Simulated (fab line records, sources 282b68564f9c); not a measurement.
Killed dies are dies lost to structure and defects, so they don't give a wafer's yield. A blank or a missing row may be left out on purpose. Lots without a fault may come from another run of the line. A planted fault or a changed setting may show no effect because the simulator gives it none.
Which tool did it? | flow rit_cmos | 14 lots, 42 wafers sampled, at 5 steps of a route of 202

WHAT THE GAUGES READ, wafer by wafer
RIT_NWELL_OVL_MEAS_06.
lot  | measured    | on         | NWELL_OVL (nm)
L365 | day 2 13:32 | overlay-01 | 2.2 -0.2 0.0
L366 | day 2 23:01 | overlay-02 | 1.7 2.3 0.8
L367 | day 2 23:15 | overlay-01 | -1.3 -0.5 0.4
L369 | day 3 05:34 | overlay-02 | 1.7 2.6 1.4
L368 | day 3 05:49 | overlay-01 | 1.6 -0.4 1.6
L370 | day 3 10:24 | overlay-01 | 0.8 1.7 -1.6
L376 | day 4 11:32 | overlay-01 | -0.7 -0.2 -1.1
L378 | day 4 21:14 | overlay-02 | 3.8 2.0 1.4
L381 | day 5 10:43 | overlay-02 | 0.7 0.6 1.8
L382 | day 5 20:05 | overlay-01 | -0.8 -1.9 -1.3
L384 | day 6 01:02 | overlay-02 | 0.4 0.2 0.0
L385 | day 6 12:58 | overlay-01 | 0.5 -0.1 -0.4
L386 | day 6 14:24 | overlay-01 | 1.5 0.4 0.5
L387 | day 6 18:10 | overlay-01 | 1.3 0.9 0.9

RIT_FOX2_THK_MEAS_91.
lot  | measured    | on            | FIELD_OXIDE_LEFT_2_THK (nm)
L365 | day 3 06:11 | film_metro-02 | 250 249 256
L366 | day 3 11:43 | film_metro-01 | 245 247 248
L367 | day 3 11:49 | film_metro-03 | 262 261 261
L369 | day 3 19:39 | film_metro-03 | 257 265 260
L368 | day 3 20:08 | film_metro-01 | 246 252 250
L370 | day 3 23:34 | film_metro-03 | 266 267 262
L376 | day 5 01:11 | film_metro-02 | 253 250 253
L378 | day 5 09:14 | film_metro-01 | 247 247 249
L381 | day 5 23:21 | film_metro-03 | 264 262 261
L382 | day 6 08:10 | film_metro-01 | 246 240 239
L384 | day 6 13:54 | film_metro-01 | 255 253 249
L385 | day 7 01:20 | film_metro-02 | 261 259 263
L386 | day 7 02:21 | film_metro-01 | 253 254 255
L387 | day 7 07:31 | film_metro-02 | 251 261 258

RIT_GATE_CD_MEAS_16: target cd 150 nm.
lot  | measured    | on        | cd_nm (nm)
L365 | day 3 14:13 | cd_sem-02 | 147.9 148.3 148.0
L366 | day 3 19:31 | cd_sem-02 | 146.5 149.0 149.4
L367 | day 3 20:01 | cd_sem-01 | 145.9 145.2 147.4
L369 | day 3 23:45 | cd_sem-02 | 150.2 148.2 149.4
L368 | day 4 00:42 | cd_sem-02 | - 60.0 -
L370 | day 4 08:35 | cd_sem-01 | - - -
L376 | day 5 07:02 | cd_sem-01 | 149.4 149.1 149.5
L378 | day 5 17:35 | cd_sem-02 | 147.1 146.5 147.2
L381 | day 6 10:19 | cd_sem-01 | 147.2 148.9 147.9
L382 | day 6 13:34 | cd_sem-01 | 149.0 150.7 152.4
L384 | day 6 18:04 | cd_sem-01 | 151.0 150.5 151.4
L385 | day 7 08:13 | cd_sem-01 | 151.0 148.8 151.4
L386 | day 7 08:27 | cd_sem-01 | 150.2 146.4 148.4
L387 | day 7 12:07 | cd_sem-02 | 150.5 149.0 149.0

RIT_GATE_OVL_MEAS_17.
lot  | measured    | on         | GATE_OVL (nm)
L365 | day 3 14:20 | overlay-01 | 1.9 0.9 -0.1
L366 | day 3 19:37 | overlay-01 | -0.9 -1.8 -1.4
L367 | day 3 20:08 | overlay-02 | 3.2 0.4 -1.1
L369 | day 3 23:52 | overlay-02 | -0.3 -2.0 0.7
L368 | day 4 00:49 | overlay-01 | - -0.3 -
L370 | day 4 08:42 | overlay-01 | - - -
L376 | day 5 07:09 | overlay-02 | 2.2 0.3 0.6
L378 | day 5 17:41 | overlay-01 | -0.9 1.0 0.5
L381 | day 6 10:26 | overlay-01 | -0.1 1.1 2.4
L382 | day 6 13:41 | overlay-01 | 0.0 -0.2 -2.1
L384 | day 6 18:10 | overlay-02 | -0.9 -3.8 0.3
L385 | day 7 08:20 | overlay-02 | -0.5 -2.7 -1.9
L386 | day 7 08:34 | overlay-01 | 1.5 1.4 0.9
L387 | day 7 12:13 | overlay-01 | 0.6 1.3 1.2

WHICH TOOL RAN EACH LOT (tool, then ch and the chambers of the sampled wafers, then the start)
lot  | RIT_GATE_EXPOSE_13
L365 | iline_stepper-01 ch 0, day 3 13:49
L366 | iline_stepper-02 ch 0, day 3 18:59
L367 | iline_stepper-01 ch 0, day 3 19:12
L369 | iline_stepper-02 ch 0, day 3 23:21
L368 | iline_stepper-01 ch 0, day 4 00:16
L370 | iline_stepper-01 ch 0, day 4 07:59
L376 | iline_stepper-02 ch 0, day 5 06:30
L378 | iline_stepper-02 ch 0, day 5 17:11
L381 | iline_stepper-02 ch 0, day 6 09:52
L382 | iline_stepper-02 ch 0, day 6 13:10
L384 | iline_stepper-02 ch 0, day 6 17:40
L385 | iline_stepper-02 ch 0, day 7 07:49
L386 | iline_stepper-01 ch 0, day 7 08:03
L387 | iline_stepper-02 ch 0, day 7 11:43
- RIT_GATE_EXPOSE_13: exposes mask M6, target cd 150 nm.

WHAT THE TOOLS THEMSELVES READ (means of the sampled wafers that have a number; where no wafer has one, the mark that the record gives instead)
The record holds no such reading with a usual standard deviation.

THE ANSWER, worked out from the rows above alone
Rule: what is usual is taken from the lots themselves. Put in order of their means at a reading, lots are off if they are a third of the lots or fewer, leave a main group of 4 or more, and stand apart from it by a gap of 3 or more times the standard deviation of the main group's means; of several such gaps the widest counts. A main group whose means are all the same, to the digits that the tables above print for the reading, isn't used. A lot without any number at a reading at which 4 lots or more have one is off too. The other lots that the step has rows for count as sound. The gauges are gone through in route order, then the tools' own readings, and for those a lot's mean is taken as printed above. The first step at which some lot is off is used, and at that step the reading that is off furthest; a lot without a number counts as furthest.
Off: L368, L370, at RIT_GATE_CD_MEAS_16 (cd_nm). Without a number there: L370. The main group: mean 148.8 nm, standard deviation 1.4.
A tool fits if, at a process step before that reading, it ran every lot that is off, and no sound lot after the first of them. The gauges at RIT_GATE_CD_MEAS_16 are tried like those tools. None of those tried fits.

WHAT THE SIMULATOR HAD PUT IN
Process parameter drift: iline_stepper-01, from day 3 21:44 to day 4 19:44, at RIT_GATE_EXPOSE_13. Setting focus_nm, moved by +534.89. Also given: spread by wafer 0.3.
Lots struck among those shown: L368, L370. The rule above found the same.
